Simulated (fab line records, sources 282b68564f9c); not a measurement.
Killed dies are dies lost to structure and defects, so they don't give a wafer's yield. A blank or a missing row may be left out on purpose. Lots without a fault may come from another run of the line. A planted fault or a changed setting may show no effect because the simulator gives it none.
Which tool did it? | flow rit_cmos | 7 lots, 21 wafers sampled, at 2 steps of a route of 202

WHAT THE GAUGES READ, wafer by wafer
RIT_ACTIVE_CD_MEAS_90: target cd 1400 nm.
lot  | measured    | on        | cd_nm (nm)
L627 | day 1 20:22 | cd_sem-02 | 1404.7 1402.7 1401.9
L629 | day 2 06:10 | cd_sem-02 | 1401.7 1402.9 1402.4
L632 | day 2 23:04 | cd_sem-02 | 1398.7 1399.0 1401.8
L636 | day 3 17:08 | cd_sem-01 | - - -
L640 | day 4 13:01 | cd_sem-01 | 1397.0 1397.2 1399.4
L642 | day 4 23:37 | cd_sem-02 | 1399.0 1397.5 1400.8
L644 | day 5 10:15 | cd_sem-01 | 1402.3 1403.2 1403.6

WHICH TOOL RAN EACH LOT (tool, then ch and the chambers of the sampled wafers, then the start)
lot  | RIT_ACTIVE_CVD_03
L627 | lpcvd-01 ch 0, day 1 17:19
L629 | lpcvd-01 ch 1, day 2 03:08
L632 | lpcvd-02 ch 0, day 2 20:05
L636 | lpcvd-01 ch 1, day 3 14:07
L640 | lpcvd-02 ch 0, day 4 10:07
L642 | lpcvd-02 ch 0, day 4 20:41
L644 | lpcvd-01 ch 0, day 5 07:13
- RIT_ACTIVE_CVD_03: deposits Si3N4 from SiH2Cl2/NH3, target thk 150 nm, time 1500 s.

THE ANSWER, worked out from the rows above alone
Rule: what is usual is taken from the lots themselves. Put in order of their means at a reading, lots are off if they are a third of the lots or fewer, leave a main group of 4 or more, and stand apart from it by a gap of 3 or more times the standard deviation of the main group's means; of several such gaps the widest counts. A main group whose means are all the same, to the digits that the tables above print for the reading, isn't used. A lot without any number at a reading at which 4 lots or more have one is off too. The other lots that the step has rows for count as sound.
Off: L636, at RIT_ACTIVE_CD_MEAS_90 (cd_nm). Without a number there: L636. The main group: mean 1400.9 nm, standard deviation 2.
A tool fits if, at a process step before that reading, it ran every lot that is off, and no sound lot after the first of them. The gauges at RIT_ACTIVE_CD_MEAS_90 are tried like those tools. None of those tried fits.

WHAT THE SIMULATOR HAD PUT IN
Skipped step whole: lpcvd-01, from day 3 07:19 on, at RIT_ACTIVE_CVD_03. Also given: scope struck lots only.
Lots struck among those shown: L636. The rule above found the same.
